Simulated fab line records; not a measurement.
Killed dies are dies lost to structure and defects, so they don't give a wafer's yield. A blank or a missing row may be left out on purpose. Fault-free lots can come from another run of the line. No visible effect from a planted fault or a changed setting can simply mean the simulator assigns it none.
A struck lot beside a sound one || flow ritCmos || 44 steps out of a route of 202
Sound: the wafers L798.2, L798.3, L798.4. Wafers struck: L785.1, L785.4, L785.5. The cause is given at the end.
Order at every step that has rows: each side's tool, ch and its chambers, its first start. Under that, the readings that differ: sound wafers || struck wafers || difference of the means || sigmas: that difference in standard deviations of wafers without a fault.
alike: readings with means less than 2 such deviations apart, plus words and numbers identical on both sides. not compared: withheld readings, readings lacking a value on some wafer, bounds such as >300 that could conceal the same value, and numbers that have no deviation in the record and whose values overlap.
Wherever a step has rows on one side only, a row that says differs or no value, or a row with sigmas, the two part there. When numbers do not overlap yet have no deviation, they are printed without sigmas and do not part them. Lack of a reading on every wafer of one side parts them only where that side has two or more wafers.

first, 3 steps without rows for these wafers: RIT_REOX_CLEAN_01 (cleans in dHF, time 30 s); RIT_REOX_CLEAN_02 (cleans in SC2, time 600 s); RIT_REOX_OXIDATION_03 (target thk 25.2 nm, ox time 5580 s).
RIT_REOX_THK_MEAS_04:
  struck on filmMetro-04, day 4 09:13; sound on filmMetro-04, day 7 00:32
  alike: REOX_OXIDE_THK
then, 6 steps without rows for these wafers: RIT_NLDD_HMDS_00 (prime time 60 s); RIT_NLDD_COAT_01 (resist thk 1000 nm); RIT_NLDD_SOFTBAKE_02 (time 60 s); RIT_NLDD_EXPOSE_03 (exposes mask M7, target cd 40700 nm); RIT_NLDD_PEB_04; RIT_NLDD_DEVELOP_05 (develop time 50 s).
RIT_NLDD_OVL_MEAS_06:
  struck on overlay-02, day 4 10:14; sound on overlay-02, day 7 01:39
  alike: NLDD_OVL
then, 1 step without rows for these wafers: RIT_NLDD_HARDBAKE_07 (time 60 s).
RIT_NLDD_IMPLANT_08:
  sound on implanter-02 ch 0, day 7 01:52; struck on implanter-01 ch 0, day 4 10:26
{"reading": "faradayCurrentUA", "sound": "1571 1621 1586", "struck": "1558 1520 1529", "difference": -57, "sigmas": -2}
{"reading": "tiltDeg (degrees)", "sound": "6.980 7.016 6.994", "struck": "-0.003 0.010 -0.011", "difference": -6.998, "sigmas": "-99 or more"}
RIT_NLDD_STRIP_09: strips in O2, time 180 s.
  sound on plasmaAsher-03 ch 0,1, day 7 01:59; struck on plasmaAsher-04 ch 0,1, day 4 10:35
  alike: drypumpMotorCurrentA
  not compared: rfHoursCounterH
RIT_NLDD_TW_MEAS_10:
  struck on filmMetro-02, day 4 10:45; sound on filmMetro-03, day 7 02:10
{"reading": "NLDD_TW", "sound": "2462 2447 2459", "struck": "2260 2272 2260", "difference": -192, "sigmas": -9}
then, 6 steps without rows for these wafers: RIT_PLDD_HMDS_00 (prime time 60 s); RIT_PLDD_COAT_01 (resist thk 1000 nm); RIT_PLDD_SOFTBAKE_02 (time 60 s); RIT_PLDD_EXPOSE_03 (exposes mask M8, target cd 40900 nm); RIT_PLDD_PEB_04; RIT_PLDD_DEVELOP_05 (develop time 50 s).
RIT_PLDD_OVL_MEAS_06:
  struck on overlay-01, day 4 11:55; sound on overlay-02, day 7 03:04
  alike: PLDD_OVL
then, 2 steps without rows for these wafers: RIT_PLDD_HARDBAKE_07 (time 60 s); RIT_PLDD_IMPLANT_08.
RIT_PLDD_STRIP_09: strips in O2, time 180 s.
  sound on plasmaAsher-04 ch 0,1, day 7 03:24; struck on plasmaAsher-01 ch 0,1, day 4 12:15
  alike: drypumpMotorCurrentA
  not compared: rfHoursCounterH
RIT_PLDD_TW_MEAS_10:
  struck on filmMetro-02, day 4 12:25; sound on filmMetro-03, day 7 03:35
  alike: PLDD_TW
then, 4 steps without rows for these wafers: RIT_SPACER_CLEAN_00 (cleans in SC1, time 600 s); RIT_SPACER_CLEAN_01 (cleans in dHF, time 30 s); RIT_SPACER_CLEAN_02 (cleans in SC2, time 600 s); RIT_SPACER_CVD_03 (deposits Si3N4 from SiH2Cl2/NH3, target thk 250 nm, time 3300 s).
RIT_SPACER_THK_MEAS_04:
  struck on filmMetro-02, day 4 14:46; sound on filmMetro-02, day 7 05:57
  alike: SPACER_NITRIDE_THK
RIT_SPACER_ETCHBACK_05: etches Si3N4 in SF6/CHF3, stops on SiO2, target depth 250 nm, time 240 s.
  sound on rieDiel-04 ch 0,1,2, day 7 06:00; struck on rieDiel-03 ch 2,3, day 4 14:50
  alike: drypumpMotorCurrentA, oesProductAu, rfFwdPowerW, throttleValvePct
  not compared: rfHoursCounterH
then, 6 steps without rows for these wafers: RIT_NSD_HMDS_00 (prime time 60 s); RIT_NSD_COAT_01 (resist thk 1000 nm); RIT_NSD_SOFTBAKE_02 (time 60 s); RIT_NSD_EXPOSE_03 (exposes mask M9, target cd 40700 nm); RIT_NSD_PEB_04; RIT_NSD_DEVELOP_05 (develop time 50 s).
RIT_NSD_OVL_MEAS_06:
  struck on overlay-01, day 4 16:09; sound on overlay-01, day 7 07:01
  alike: NSD_OVL
then, 2 steps without rows for these wafers: RIT_NSD_HARDBAKE_07 (time 60 s); RIT_NSD_IMPLANT_08.
RIT_NSD_STRIP_09: strips in O2, time 180 s.
  sound on plasmaAsher-01 ch 0,1, day 7 07:20; struck on plasmaAsher-01 ch 0,1, day 4 16:29
  alike: drypumpMotorCurrentA
  not compared: rfHoursCounterH
RIT_SDANNEAL_RS_MEAS_07: the measuring method here is four-point-probe.
  struck on filmMetro-02, day 4 19:03; sound on filmMetro-03, day 7 09:53
{"reading": "NLDD_RS (ohm/sq)", "sound": "152.0 152.2 152.2", "struck": "142.4 142.1 142.3", "difference": -9.9, "sigmas": -17}
RIT_M1_PROBE_99:
  struck on prober-02, day 5 02:39; sound on prober-01, day 7 16:59
{"reading": "killed_at_M0_to_M3", "sound": "0 0 0", "struck": "0 0 1", "difference": "+0", "sigmas": "+4"}
{"reading": "model.etest.nmosTurned.driveUaUm", "sound": "335.4 334.5 335.2", "struck": "526.2 522.9 518.1", "difference": "+187.4", "sigmas": ""}
{"reading": "model.etest.nmos_0p15.rOnOhmUm", "sound": "1162 1136 1140", "struck": "1010 1047 1067", "difference": -105, "sigmas": ""}
{"reading": "model.etest.nmos_0p3.rOnOhmUm", "sound": "2199 2184 2187", "struck": "2051 2079 2120", "difference": -107, "sigmas": ""}
{"reading": "model.etest.nmos_0p15.driveUaUm", "sound": "469.7 465 471.5", "struck": "524.6 522.4 516.9", "difference": "+52.6", "sigmas": ""}
{"reading": "model.etest.nmos_0p3.driveUaUm", "sound": "224.4 220.7 220.8", "struck": "230.8 233.1 231.3", "difference": "+9.8", "sigmas": ""}
{"reading": "model.etest.nmos_0p15.swingMvDec", "sound": "86.22 86.65 86.67", "struck": "87.64 87.65 87.36", "difference": "+1.04", "sigmas": ""}
{"reading": "model.etest.nmos_0p15.offLog10AUm", "sound": "-10.13 -10.27 -10.02", "struck": "-8.776 -8.831 -8.781", "difference": "+1.344", "sigmas": ""}
{"reading": "model.etest.retroEdgeNmos.offLog10AUm", "sound": "-9.962 -10.18 -9.833", "struck": "-8.659 -8.648 -8.705", "difference": "+1.321", "sigmas": ""}
  alike: killedAtContacts, killedAtFrontEnd, killedDies, killedOpen, killedShort

== WHERE THEY PART ==
At RIT_NLDD_IMPLANT_08 first; at RIT_M1_PROBE_99 last (within this record only).

WHY: whatever the simulator had introduced
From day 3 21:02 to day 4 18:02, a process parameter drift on implanter-01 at RIT_NLDD_IMPLANT_08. Setting tiltDeg, moved by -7, from 7. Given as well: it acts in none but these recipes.
